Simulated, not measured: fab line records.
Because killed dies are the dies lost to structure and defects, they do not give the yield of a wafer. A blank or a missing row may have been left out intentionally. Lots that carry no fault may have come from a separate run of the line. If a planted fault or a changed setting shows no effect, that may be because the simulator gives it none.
fab line records ; flow rit-cmos
record lots=15; wafers=45; last-day=7
route steps=202 shown ACTIVE@3 NWELL@36 GATE@96 CONTACT@181 M1@202
lots that met no fault: from a run of the same line without faults
start-h: hours from the record's first day to the start of the lot's first wafer shown ; wait-h: hours since the lot's step before ; " unchanged from the row above ; L1.1+2: a single row standing in for several wafers ; - no value present, or no start provided ; * or withheld: withheld ; < > ~ a bound
route shown NAME@n: NAME is a module with steps in the file, n the number in the route of the first one ; usual: mean/standard deviation taken from wafers without a fault ; same: alike in all rows ; chamber/n: place in a boat ; sites: the reading at each site ; _std_site: standard deviation of those values ; _edge_site: the outer-site mean with the inner-site mean subtracted ; radius-mm: how far each site lies from the wafer's centre ; mask NAME#n: copy n ; behind: tool/chamber where the wafer was last shaped ; hold: cause of the lot's hold/its duration in hours/its outcome ; device: the n, p or np transistor that did not switch ; end of line: the same wafers' tests at the end of the route ; a step without rows: its recipe alone ; killed: dies that structure and defects cost at the first sort, which is not the same as the wafer's yield ; map: a wafer's dies, marking killed ones x, the rest . and places with no die _
set.NAME: the setting the step ran with; set.NAME@STEP: the setting that earlier step ran with ; model.NAME: the simulator's own value behind a step, which no gauge read
one table for each step of the route and one row for each wafer, over a sample of lots
services: when a tool's chamber went out of use (start-h, in hours from the record's first day, below 0 if earlier), for how many hours, and the reason
## steps
# step RIT_ACTIVE_THK_MEAS_02
# recipe reads=SiO2_of_ACTIVE_OXIDATION_01
# usual ACTIVE_OXIDE_THK=47.0/0.82
lot.wafer;tool;chamber;start-h;wait-h;ACTIVE_OXIDE_THK[nm]
L262.1;film-metro-02;-;12.87;0.0;47.0
L262.4;film-metro-02;-;12.87;0.0;46.7
L262.6;film-metro-02;-;12.87;0.0;47.0
L264.2;film-metro-03;-;22.06;0.0;46.9
L264.4;film-metro-03;-;22.06;0.0;46.3
L264.6;film-metro-03;-;22.06;0.0;47.2
L269.3;film-metro-04;-;49.01;0.0;48.0
L269.4;film-metro-04;-;49.01;0.0;48.2
L269.6;film-metro-04;-;49.01;0.0;48.3
L272.1;film-metro-04;-;63.59;0.0;48.3
L272.2;film-metro-04;-;63.59;0.0;47.6
L272.6;film-metro-04;-;63.59;0.0;47.9
L274.1;film-metro-02;-;72.29;0.0;47.3
L274.2;film-metro-02;-;72.29;0.0;46.9
L274.4;film-metro-02;-;72.29;0.0;47.0
L275.3;film-metro-02;-;78.14;0.0;47.2
L275.4;film-metro-02;-;78.14;0.0;46.4
L275.5;film-metro-02;-;78.14;0.0;47.1
L276.3;film-metro-02;-;83.03;0.0;46.9
L276.5;film-metro-02;-;83.03;0.0;46.7
L276.6;film-metro-02;-;83.03;0.0;46.0
L277.1;film-metro-03;-;87.75;0.0;47.4
L277.5;film-metro-03;-;87.75;0.0;48.6
L277.6;film-metro-03;-;87.75;0.0;47.7
L278.3;film-metro-04;-;92.07;0.0;46.7
L278.4;film-metro-04;-;92.07;0.0;47.6
L278.5;film-metro-04;-;92.07;0.0;46.9
L279.1;film-metro-02;-;97.40;0.0;46.7
L279.2;film-metro-02;-;97.40;0.0;46.0
L279.6;film-metro-02;-;97.40;0.0;46.0
L280.2;film-metro-04;-;102.38;0.0;46.9
L280.4;film-metro-04;-;102.38;0.0;46.7
L280.6;film-metro-04;-;102.38;0.0;45.9
L281.1;film-metro-04;-;107.05;0.0;45.7
L281.4;film-metro-04;-;107.05;0.0;45.1
L281.6;film-metro-04;-;107.05;0.0;45.7
L282.1;film-metro-03;-;112.05;0.0;48.1
L282.5;film-metro-03;-;112.05;0.0;47.2
L282.6;film-metro-03;-;112.05;0.0;47.1
L284.2;film-metro-02;-;122.95;0.0;47.1
L284.4;film-metro-02;-;122.95;0.0;45.8
L284.5;film-metro-02;-;122.95;0.0;45.6
L285.3;film-metro-04;-;127.07;0.0;48.0
L285.4;film-metro-04;-;127.07;0.0;46.5
L285.5;film-metro-04;-;127.07;0.0;47.7
# step RIT_NWELL_IMPLANT_08
# recipe species=P; energy-kev=170; dose-cm2=5e+13; tilt-deg=7
# same implant-ion-amu=31
lot.wafer;tool;chamber;start-h;wait-h
L262.1+4+6;implanter-04;0;22.22;0.2
L264.2+4+6;implanter-02;0;30.97;0.2
L269.3+4+6;implanter-03;0;57.64;0.2
L269.3+4+6;implanter-03;0;57.96;0.3
L272.1+2+6;implanter-03;0;73.18;0.2
L272.1+2+6;implanter-03;0;73.50;0.3
L274.1+2+4;implanter-03;0;82.54;0.2
L274.1+2+4;implanter-03;0;82.86;0.3
L275.3+4+5;implanter-03;0;88.09;0.2
L276.3+5+6;implanter-04;0;92.64;0.2
L277.1+5+6;implanter-04;0;97.20;0.2
L278.3+4+5;implanter-02;0;101.03;0.2
L279.1+2+6;implanter-04;0;106.20;0.2
L280.2+4+6;implanter-02;0;112.67;0.2
L281.1+4+6;implanter-02;0;117.78;0.2
L282.1+5+6;implanter-04;0;123.42;0.2
L284.2+4+5;implanter-04;0;131.63;0.2
L285.3+4+5;implanter-02;0;139.53;0.2
# step RIT_NWELL_TW_MEAS_10
# usual NWELL_TW=2136/28
lot.wafer;tool;chamber;start-h;wait-h;NWELL_TW
L262.1;film-metro-04;-;22.55;0.1;2149
L262.4;film-metro-04;-;22.55;0.1;2149
L262.6;film-metro-04;-;22.55;0.1;2153
L264.2;film-metro-04;-;31.28;0.1;2157
L264.4;film-metro-04;-;31.28;0.1;2159
L264.6;film-metro-04;-;31.28;0.1;2149
L269.3;film-metro-01;-;58.25;0.1;2624
L269.4;film-metro-01;-;58.25;0.1;2609
L269.6;film-metro-01;-;58.25;0.1;2631
L272.1;film-metro-01;-;73.86;0.1;2641
L272.2;film-metro-01;-;73.86;0.1;2641
L272.6;film-metro-01;-;73.86;0.1;2653
L274.1;film-metro-02;-;83.19;0.1;2646
L274.2;film-metro-02;-;83.19;0.1;2651
L274.4;film-metro-02;-;83.19;0.1;2637
L275.3;film-metro-04;-;88.39;0.1;2166
L275.4;film-metro-04;-;88.39;0.1;2146
L275.5;film-metro-04;-;88.39;0.1;2163
L276.3;film-metro-04;-;92.93;0.1;2154
L276.5;film-metro-04;-;92.93;0.1;2154
L276.6;film-metro-04;-;92.93;0.1;2158
L277.1;film-metro-04;-;97.53;0.1;2153
L277.5;film-metro-04;-;97.53;0.1;2151
L277.6;film-metro-04;-;97.53;0.1;2143
L278.3;film-metro-01;-;101.33;0.1;2098
L278.4;film-metro-01;-;101.33;0.1;2107
L278.5;film-metro-01;-;101.33;0.1;2106
L279.1;film-metro-02;-;106.52;0.1;2139
L279.2;film-metro-02;-;106.52;0.1;2143
L279.6;film-metro-02;-;106.52;0.1;2131
L280.2;film-metro-04;-;112.98;0.1;2145
L280.4;film-metro-04;-;112.98;0.1;2154
L280.6;film-metro-04;-;112.98;0.1;2154
L281.1;film-metro-01;-;118.11;0.1;2109
L281.4;film-metro-01;-;118.11;0.1;2104
L281.6;film-metro-01;-;118.11;0.1;2096
L282.1;film-metro-01;-;123.75;0.1;2092
L282.5;film-metro-01;-;123.75;0.1;2094
L282.6;film-metro-01;-;123.75;0.1;2101
L284.2;film-metro-04;-;131.94;0.1;2185
L284.4;film-metro-04;-;131.94;0.1;2172
L284.5;film-metro-04;-;131.94;0.1;2181
L285.3;film-metro-04;-;139.82;0.1;2172
L285.4;film-metro-04;-;139.82;0.1;2170
L285.5;film-metro-04;-;139.82;0.1;2170
# step RIT_WELLDRIVE_RS_MEAS_01
# recipe thk-meas-gauge=four-point-probe
# usual NWELL_RS=275.4/0.82
lot.wafer;tool;chamber;start-h;wait-h;NWELL_RS[ohm/sq]
L262.1;film-metro-01;-;30.37;0.0;273.7
L262.4;film-metro-01;-;30.37;0.0;275.9
L262.6;film-metro-01;-;30.37;0.0;274.5
L264.2;film-metro-02;-;38.03;0.0;275.2
L264.4;film-metro-02;-;38.03;0.0;274.8
L264.6;film-metro-02;-;38.03;0.0;276.1
L269.3;film-metro-01;-;65.30;0.0;182.6
L269.4;film-metro-01;-;65.30;0.0;182.6
L269.6;film-metro-01;-;65.30;0.0;183.0
L272.1;film-metro-02;-;81.24;0.0;182.0
L272.2;film-metro-02;-;81.24;0.0;182.1
L272.6;film-metro-02;-;81.24;0.0;181.4
L274.1;film-metro-01;-;90.24;0.0;182.8
L274.2;film-metro-01;-;90.24;0.0;183.0
L274.4;film-metro-01;-;90.24;0.0;183.5
L275.3;film-metro-01;-;95.40;0.0;274.7
L275.4;film-metro-01;-;95.40;0.0;275.1
L275.5;film-metro-01;-;95.40;0.0;275.8
L276.3;film-metro-04;-;100.48;0.0;274.8
L276.5;film-metro-04;-;100.48;0.0;275.7
L276.6;film-metro-04;-;100.48;0.0;275.4
L277.1;film-metro-02;-;104.22;0.0;275.2
L277.5;film-metro-02;-;104.22;0.0;275.7
L277.6;film-metro-02;-;104.22;0.0;276.3
L278.3;film-metro-02;-;109.02;0.0;276.0
L278.4;film-metro-02;-;109.02;0.0;276.1
L278.5;film-metro-02;-;109.02;0.0;275.3
L279.1;film-metro-01;-;114.01;0.0;274.5
L279.2;film-metro-01;-;114.01;0.0;275.1
L279.6;film-metro-01;-;114.01;0.0;275.1
L280.2;film-metro-01;-;119.80;0.0;275.2
L280.4;film-metro-01;-;119.80;0.0;275.6
L280.6;film-metro-01;-;119.80;0.0;275.8
L281.1;film-metro-04;-;125.12;0.0;276.6
L281.4;film-metro-04;-;125.12;0.0;277.4
L281.6;film-metro-04;-;125.12;0.0;276.4
L282.1;film-metro-02;-;130.57;0.0;276.4
L282.5;film-metro-02;-;130.57;0.0;276.1
L282.6;film-metro-02;-;130.57;0.0;275.3
L284.2;film-metro-02;-;139.35;0.0;275.2
L284.4;film-metro-02;-;139.35;0.0;275.1
L284.5;film-metro-02;-;139.35;0.0;275.2
L285.3;film-metro-01;-;147.59;0.0;275.5
L285.4;film-metro-01;-;147.59;0.0;275.2
L285.5;film-metro-01;-;147.59;0.0;275.3
# step RIT_GATE_STRIP_20
# recipe chemistry=O2; time-s=180; resist=NOVOLAK; platen-temp-c=withheld; power-w=500; pressure-mtorr=4000; o2-flow-sccm=4000
# usual drypump-motor-current-A=5.3/0.4
lot.wafer;tool;chamber;start-h;wait-h;drypump-motor-current-A;rf-hours-counter-h
L262.1;plasma-asher-04;0;40.99;0.1;5.6;20
L262.4;plasma-asher-04;1;40.99;0.1;5.5;-
L262.6;plasma-asher-04;1;40.99;0.1;5.5;-
L264.2;plasma-asher-01;0;47.60;0.1;5.4;42
L264.4;plasma-asher-01;1;47.60;0.1;4.8;-
L264.6;plasma-asher-01;1;47.60;0.1;4.8;-
L269.3;plasma-asher-01;0;75.72;0.1;5.4;-
L269.4;plasma-asher-01;1;75.72;0.1;4.8;-
L269.6;plasma-asher-01;1;75.72;0.1;4.8;-
L272.1;plasma-asher-03;0;92.24;0.1;5.0;47
L272.2;plasma-asher-03;1;92.24;0.1;5.9;47
L272.6;plasma-asher-03;0;92.24;0.1;4.9;-
L274.1;plasma-asher-03;0;100.57;0.1;5.0;48
L274.2;plasma-asher-03;1;100.57;0.1;5.9;48
L274.4;plasma-asher-03;0;100.57;0.1;5.0;-
L275.3;plasma-asher-04;0;105.77;0.1;5.6;-
L275.4;plasma-asher-04;1;105.77;0.1;5.5;-
L275.5;plasma-asher-04;1;105.77;0.1;5.5;-
L276.3;plasma-asher-04;0;109.83;0.1;5.6;-
L276.5;plasma-asher-04;1;109.83;0.1;5.5;-
L276.6;plasma-asher-04;0;109.83;0.1;5.6;-
L277.1;plasma-asher-04;1;112.69;0.1;5.5;27
L277.5;plasma-asher-04;1;112.69;0.1;5.5;-
L277.6;plasma-asher-04;0;112.69;0.1;5.6;-
L278.3;plasma-asher-03;1;117.49;0.1;5.9;-
L278.4;plasma-asher-03;0;117.49;0.1;5.0;-
L278.5;plasma-asher-03;0;117.49;0.1;4.9;-
L279.1;plasma-asher-01;1;123.16;0.1;4.8;51
L279.2;plasma-asher-01;0;123.16;0.1;5.4;51
L279.6;plasma-asher-01;1;123.16;0.1;4.8;-
L280.2;plasma-asher-03;1;128.53;0.1;5.9;51
L280.4;plasma-asher-03;1;128.53;0.1;5.9;-
L280.6;plasma-asher-03;0;128.53;0.1;4.9;-
L281.1;plasma-asher-01;1;137.02;0.1;4.8;53
L281.4;plasma-asher-01;1;137.02;0.1;4.8;-
L281.6;plasma-asher-01;1;137.02;0.1;4.8;-
L282.1;plasma-asher-01;1;141.49;0.1;4.8;54
L282.5;plasma-asher-01;0;141.49;0.1;5.4;-
L282.6;plasma-asher-01;1;141.49;0.1;4.8;-
L284.2;plasma-asher-03;1;149.08;0.1;5.9;53
L284.4;plasma-asher-03;1;149.08;0.1;5.9;-
L284.5;plasma-asher-03;1;149.08;0.1;5.9;-
L285.3;plasma-asher-01;1;157.60;0.1;4.8;-
L285.4;plasma-asher-01;0;157.60;0.1;5.4;-
L285.5;plasma-asher-01;0;157.60;0.1;5.4;-
# step RIT_CONTACT_CD_MEAS_90
# recipe target-cd-nm=1000
# usual cd-nm=999.5/2.1
lot.wafer;tool;chamber;start-h;wait-h;cd-nm
L262.1;cd-sem-02;-;56.16;0.1;999.5
L262.4;cd-sem-02;-;56.16;0.1;999.7
L262.6;cd-sem-02;-;56.16;0.1;1000.5
L264.2;cd-sem-02;-;63.91;0.1;1001.6
L264.4;cd-sem-02;-;63.91;0.1;998.4
L264.6;cd-sem-02;-;63.91;0.1;1002.6
L269.3;cd-sem-01;-;92.26;0.1;996.5
L269.4;cd-sem-01;-;92.26;0.1;996.9
L269.6;cd-sem-01;-;92.26;0.1;995.5
L272.1;cd-sem-02;-;107.51;0.1;1001.5
L272.2;cd-sem-02;-;107.51;0.1;999.9
L272.6;cd-sem-02;-;107.51;0.1;1001.8
L274.1;cd-sem-02;-;119.19;0.1;999.3
L274.2;cd-sem-02;-;119.19;0.1;1000.7
L274.4;cd-sem-02;-;119.19;0.1;999.5
L275.3;cd-sem-01;-;121.27;0.1;997.1
L275.4;cd-sem-01;-;121.27;0.1;995.4
L275.5;cd-sem-01;-;121.27;0.1;996.6
L276.3;cd-sem-01;-;125.30;0.1;999.7
L276.5;cd-sem-01;-;125.30;0.1;1000.1
L276.6;cd-sem-01;-;125.30;0.1;1000.2
L277.1;cd-sem-01;-;128.14;0.1;1001.6
L277.5;cd-sem-01;-;128.14;0.1;998.4
L277.6;cd-sem-01;-;128.14;0.1;998.2
L278.3;cd-sem-01;-;133.17;0.1;998.9
L278.4;cd-sem-01;-;133.17;0.1;999.7
L278.5;cd-sem-01;-;133.17;0.1;999.1
L279.1;cd-sem-01;-;138.69;0.1;999.0
L279.2;cd-sem-01;-;138.69;0.1;997.4
L279.6;cd-sem-01;-;138.69;0.1;995.5
L280.2;cd-sem-01;-;144.97;0.1;1001.0
L280.4;cd-sem-01;-;144.97;0.1;1000.3
L280.6;cd-sem-01;-;144.97;0.1;1000.8
L281.1;cd-sem-01;-;152.64;0.1;999.2
L281.4;cd-sem-01;-;152.64;0.1;1001.2
L281.6;cd-sem-01;-;152.64;0.1;1002.0
L282.1;cd-sem-01;-;158.21;0.1;994.9
L282.5;cd-sem-01;-;158.21;0.1;994.6
L282.6;cd-sem-01;-;158.21;0.1;996.3
L284.2;cd-sem-02;-;164.83;0.1;1002.9
L284.4;cd-sem-02;-;164.83;0.1;1003.6
L284.5;cd-sem-02;-;164.83;0.1;1002.7
L285.3;cd-sem-01;-;173.30;0.1;998.6
L285.4;cd-sem-01;-;173.30;0.1;996.4
L285.5;cd-sem-01;-;173.30;0.1;997.9
# step RIT_M1_PROBE_99
# usual killed-at-contacts=0.0/0.2; killed-at-front-end=6.6/2.9; killed-dies=6.6/3; killed-open=3.4/2; killed-short=3.2/2
# same gross-dies=264; killed_at_M0_to_M3=0; killed_at_M4_up=0; killed-at-back-side=0; killed-at-other=0
lot.wafer;tool;chamber;start-h;wait-h;killed-at-contacts;killed-at-front-end;killed-dies;killed-open;killed-short
L262.1;prober-01;-;60.81;0.1;0;4;4;1;3
L262.4;prober-01;-;60.96;0.2;0;7;7;4;3
L262.6;prober-01;-;61.06;0.2;0;7;7;2;5
L264.2;prober-01;-;68.90;0.1;0;14;14;7;7
L264.4;prober-01;-;69.00;0.2;0;7;7;4;3
L264.6;prober-01;-;69.10;0.2;0;10;10;7;3
L269.3;prober-01;-;97.07;0.2;0;4;4;4;0
L269.4;prober-01;-;97.12;0.2;0;4;4;2;2
L269.6;prober-01;-;97.22;0.2;0;7;7;2;5
L272.1;prober-02;-;112.28;0.1;0;8;8;5;3
L272.2;prober-02;-;112.33;0.1;0;2;2;1;1
L272.6;prober-02;-;112.53;0.2;0;6;6;6;0
L274.1;prober-02;-;123.83;0.1;0;11;11;6;5
L274.2;prober-02;-;123.88;0.1;0;5;5;1;4
L274.4;prober-02;-;123.98;0.2;0;11;11;8;3
L275.3;prober-01;-;126.05;0.2;0;4;4;3;1
L275.4;prober-01;-;126.10;0.2;0;4;4;3;1
L275.5;prober-01;-;126.15;0.2;0;5;5;3;2
L276.3;prober-02;-;130.29;0.2;0;7;7;6;1
L276.5;prober-02;-;130.39;0.2;0;6;6;4;2
L276.6;prober-02;-;130.44;0.2;0;2;2;1;1
L277.1;prober-01;-;132.82;0.1;0;4;4;2;2
L277.5;prober-01;-;133.02;0.2;0;3;3;1;2
L277.6;prober-01;-;133.07;0.2;0;9;9;2;7
L278.3;prober-02;-;137.80;0.2;0;6;6;3;3
L278.4;prober-02;-;137.85;0.2;0;4;4;1;3
L278.5;prober-02;-;137.90;0.2;0;2;2;0;2
L279.1;prober-01;-;143.54;0.1;0;7;7;2;5
L279.2;prober-01;-;143.59;0.1;0;13;13;4;9
L279.6;prober-01;-;143.79;0.2;0;12;12;7;5
L280.2;prober-02;-;149.71;0.1;0;7;7;4;3
L280.4;prober-02;-;149.81;0.2;1;6;7;5;2
L280.6;prober-02;-;149.91;0.2;0;7;7;4;3
L281.1;prober-01;-;157.46;0.1;0;9;9;5;4
L281.4;prober-01;-;157.61;0.2;0;5;5;3;2
L281.6;prober-01;-;157.71;0.2;0;4;4;2;2
L282.1;prober-02;-;162.99;0.1;0;6;6;4;2
L282.5;prober-02;-;163.19;0.2;0;13;13;9;4
L282.6;prober-02;-;163.24;0.2;0;4;4;1;3
L284.2;prober-02;-;169.36;0.1;0;10;10;8;2
L284.4;prober-02;-;169.46;0.2;0;13;13;4;9
L284.5;prober-02;-;169.51;0.2;0;7;7;5;2
L285.3;prober-01;-;177.93;0.2;0;7;7;4;3
L285.4;prober-01;-;177.98;0.2;0;6;6;1;5
L285.5;prober-01;-;178.03;0.2;0;8;8;3;5
# killed by level:class
L262.1 FOX1:geometric-particle:short=1 GATE:geometric-particle:short=1 REOX:geometric-particle:short=1 SILICIDE:geometric-particle:open=1
L262.4 FOX1:geometric-particle:open=2 FOX2:geometric-particle:open=1 FOX2:geometric-particle:short=1 REOX:geometric-particle:short=1 SPACER:geometric-particle:open=1 SILICIDE:geometric-particle:short=1
L262.6 GATE:geometric-particle:short=2 FOX1:geometric-particle:short=1 FOX2:geometric-particle:open=1 GATE:geometric-particle:open=1 REOX:geometric-particle:short=1 SPACER:geometric-particle:short=1
L264.2 GATE:geometric-particle:open=5 GATE:geometric-particle:short=5 ACTIVE:geometric-particle:open=1 REOX:geometric-particle:short=1 SPACER:geometric-particle:open=1 SPACER:geometric-particle:short=1
L264.4 GATE:geometric-particle:open=2 GATE:geometric-particle:short=1 REOX:geometric-particle:open=1 SPACER:geometric-particle:short=1 SPACER:geometric-particle:open=1 SILICIDE:geometric-particle:short=1
L264.6 REOX:geometric-particle:open=3 FOX1:geometric-particle:open=2 GATE:geometric-particle:open=2 GATE:geometric-particle:short=2 FOX1:geometric-particle:short=1
L269.3 REOX:geometric-particle:open=2 GATE:geometric-particle:open=1 SILICIDE:geometric-particle:open=1
L269.4 SILICIDE:geometric-particle:open=2 GATE:geometric-particle:short=1 SILICIDE:geometric-particle:short=1
L269.6 GATE:geometric-particle:short=4 FOX1:geometric-particle:open=2 SPACER:geometric-particle:short=1
L272.1 SPACER:geometric-particle:open=2 FOX2:geometric-particle:open=1 FOX2:geometric-particle:short=1 GATE:geometric-particle:short=1 GATE:geometric-particle:open=1 REOX:geometric-particle:open=1 SPACER:geometric-particle:short=1
L272.2 FOX2:geometric-particle:short=1 GATE:geometric-particle:open=1
L272.6 GATE:geometric-particle:open=4 SPACER:geometric-particle:open=1 SILICIDE:geometric-particle:open=1
L274.1 GATE:geometric-particle:open=3 REOX:geometric-particle:short=3 SILICIDE:geometric-particle:open=3 GATE:geometric-particle:short=1 SILICIDE:geometric-particle:short=1
L274.2 SILICIDE:geometric-particle:short=3 GATE:geometric-particle:short=1 SPACER:geometric-particle:open=1
L274.4 GATE:geometric-particle:open=5 FOX1:geometric-particle:open=2 FOX1:geometric-particle:short=2 SILICIDE:geometric-particle:open=1 SILICIDE:geometric-particle:short=1
L275.3 REOX:geometric-particle:open=2 FOX1:geometric-particle:open=1 GATE:geometric-particle:short=1
L275.4 FOX1:geometric-particle:open=1 GATE:geometric-particle:short=1 REOX:geometric-particle:open=1 SILICIDE:geometric-particle:open=1
L275.5 GATE:geometric-particle:open=2 GATE:geometric-particle:short=1 SPACER:geometric-particle:open=1 SILICIDE:geometric-particle:short=1
L276.3 FOX1:geometric-particle:open=3 FOX1:geometric-particle:short=1 FOX2:geometric-particle:open=1 GATE:geometric-particle:open=1 SPACER:geometric-particle:open=1
L276.5 GATE:geometric-particle:open=2 FOX2:geometric-particle:short=1 REOX:geometric-particle:open=1 REOX:geometric-particle:short=1 SILICIDE:geometric-particle:open=1
L276.6 GATE:geometric-particle:open=1 GATE:geometric-particle:short=1
L277.1 FOX1:geometric-particle:open=1 GATE:geometric-particle:short=1 REOX:geometric-particle:short=1 SILICIDE:geometric-particle:open=1
L277.5 GATE:geometric-particle:short=2 GATE:geometric-particle:open=1
L277.6 FOX1:geometric-particle:short=2 GATE:geometric-particle:short=2 SILICIDE:geometric-particle:short=2 GATE:geometric-particle:open=1 REOX:geometric-particle:short=1 SPACER:geometric-particle:open=1
L278.3 SPACER:geometric-particle:open=3 FOX1:geometric-particle:short=1 GATE:geometric-particle:short=1 SPACER:geometric-particle:short=1
L278.4 GATE:geometric-particle:short=2 GATE:geometric-particle:open=1 SILICIDE:geometric-particle:short=1
L278.5 GATE:geometric-particle:short=1 SPACER:geometric-particle:short=1
L279.1 FOX1:geometric-particle:short=3 FOX1:geometric-particle:open=1 GATE:geometric-particle:open=1 GATE:geometric-particle:short=1 SILICIDE:geometric-particle:short=1
L279.2 GATE:geometric-particle:short=5 GATE:geometric-particle:open=3 FOX1:geometric-particle:short=2 FOX1:geometric-particle:open=1 REOX:geometric-particle:short=1 SILICIDE:geometric-particle:short=1
L279.6 GATE:geometric-particle:open=5 GATE:geometric-particle:short=2 SILICIDE:geometric-particle:open=2 FOX1:geometric-particle:short=1 REOX:geometric-particle:short=1 SILICIDE:geometric-particle:short=1
L280.2 FOX2:geometric-particle:short=1 GATE:geometric-particle:short=1 GATE:geometric-particle:open=1 REOX:geometric-particle:open=1 SPACER:geometric-particle:short=1 SPACER:geometric-particle:open=1 SILICIDE:geometric-particle:open=1
L280.4 FOX2:geometric-particle:open=2 GATE:geometric-particle:short=2 GATE:geometric-particle:open=1 SILICIDE:geometric-particle:open=1 CONTACT:geometric-particle:open=1
L280.6 SPACER:geometric-particle:open=3 FOX2:geometric-particle:short=2 FOX1:geometric-particle:short=1 FOX1:geometric-particle:open=1
L281.1 GATE:geometric-particle:open=4 GATE:geometric-particle:short=3 REOX:geometric-particle:open=1 SILICIDE:geometric-particle:short=1
L281.4 FOX2:geometric-particle:open=1 GATE:geometric-particle:short=1 GATE:geometric-particle:open=1 REOX:geometric-particle:short=1 REOX:geometric-particle:open=1
L281.6 GATE:geometric-particle:open=2 FOX2:geometric-particle:short=1 REOX:geometric-particle:short=1
L282.1 GATE:geometric-particle:open=3 ACTIVE:geometric-particle:short=1 GATE:geometric-particle:short=1 SILICIDE:geometric-particle:open=1
L282.5 GATE:geometric-particle:open=7 SILICIDE:geometric-particle:short=2 FOX1:geometric-particle:open=1 GATE:geometric-particle:short=1 SPACER:geometric-particle:short=1 SILICIDE:geometric-particle:open=1
L282.6 FOX1:geometric-particle:short=2 GATE:geometric-particle:short=1 GATE:geometric-particle:open=1
L284.2 GATE:geometric-particle:open=4 SILICIDE:geometric-particle:open=4 FOX2:geometric-particle:short=1 GATE:geometric-particle:short=1
L284.4 GATE:geometric-particle:short=4 GATE:geometric-particle:open=3 SILICIDE:geometric-particle:short=2 FOX1:geometric-particle:short=1 FOX2:geometric-particle:short=1 SPACER:geometric-particle:short=1 SILICIDE:geometric-particle:open=1
L284.5 GATE:geometric-particle:open=4 SILICIDE:geometric-particle:short=2 SPACER:geometric-particle:open=1
L285.3 GATE:geometric-particle:open=2 FOX1:geometric-particle:open=1 FOX1:geometric-particle:short=1 FOX2:geometric-particle:open=1 REOX:geometric-particle:short=1 SPACER:geometric-particle:short=1
L285.4 GATE:geometric-particle:short=3 SPACER:geometric-particle:open=1 SPACER:geometric-particle:short=1 SILICIDE:geometric-particle:short=1
L285.5 GATE:geometric-particle:open=2 SILICIDE:geometric-particle:short=2 FOX1:geometric-particle:short=1 FOX2:geometric-particle:short=1 GATE:geometric-particle:short=1 SPACER:geometric-particle:open=1
## services
tool;chamber;start-h;hours;kind
plasma-asher-01;-;-1.62;14.6;pm
implanter-02;-;2.46;3.5;repair
implanter-02;-;7.95;3.0;pm
plasma-asher-04;-;33.20;1.2;repair
plasma-asher-03;-;68.20;8.0;repair
plasma-asher-04;-;69.16;10.0;pm
plasma-asher-01;-;90.33;1.3;repair
implanter-02;-;91.68;6.2;repair
plasma-asher-04;-;95.39;2.0;repair
implanter-03;-;136.38;6.0;pm
## key
first-sign step=RIT_NWELL_IMPLANT_08; reading=visit; direction=added
effect step=RIT_NWELL_TW_MEAS_10; reading=NWELL_TW; direction=up; sigmas=18; usual=2136; struck=2637
effect step=RIT_WELLDRIVE_RS_MEAS_01; reading=NWELL_RS; direction=down; sigmas=99+; usual=275.4; struck=182.5
met-at RIT_NWELL_IMPLANT_08
struck-lots L269,L272,L274
tester-left-out L269,L272,L274
not-acting-at RIT_ACTIVE_THK_MEAS_02,RIT_GATE_STRIP_20,RIT_CONTACT_CD_MEAS_90
fault kind=repeated-step-whole; tool=implanter-02,implanter-03,implanter-04; chamber=-; onset-h=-; steps=RIT_NWELL_IMPLANT_08; times=1; scope=struck-lots-only
# tester-left-out: of these lots the tester's yield and bins aren't shown, on N5 and GAA mostly nor the transistor test; their killed dies are dies lost to structure and defects alone, not to doping, threshold or leakage, so they don't give the yield
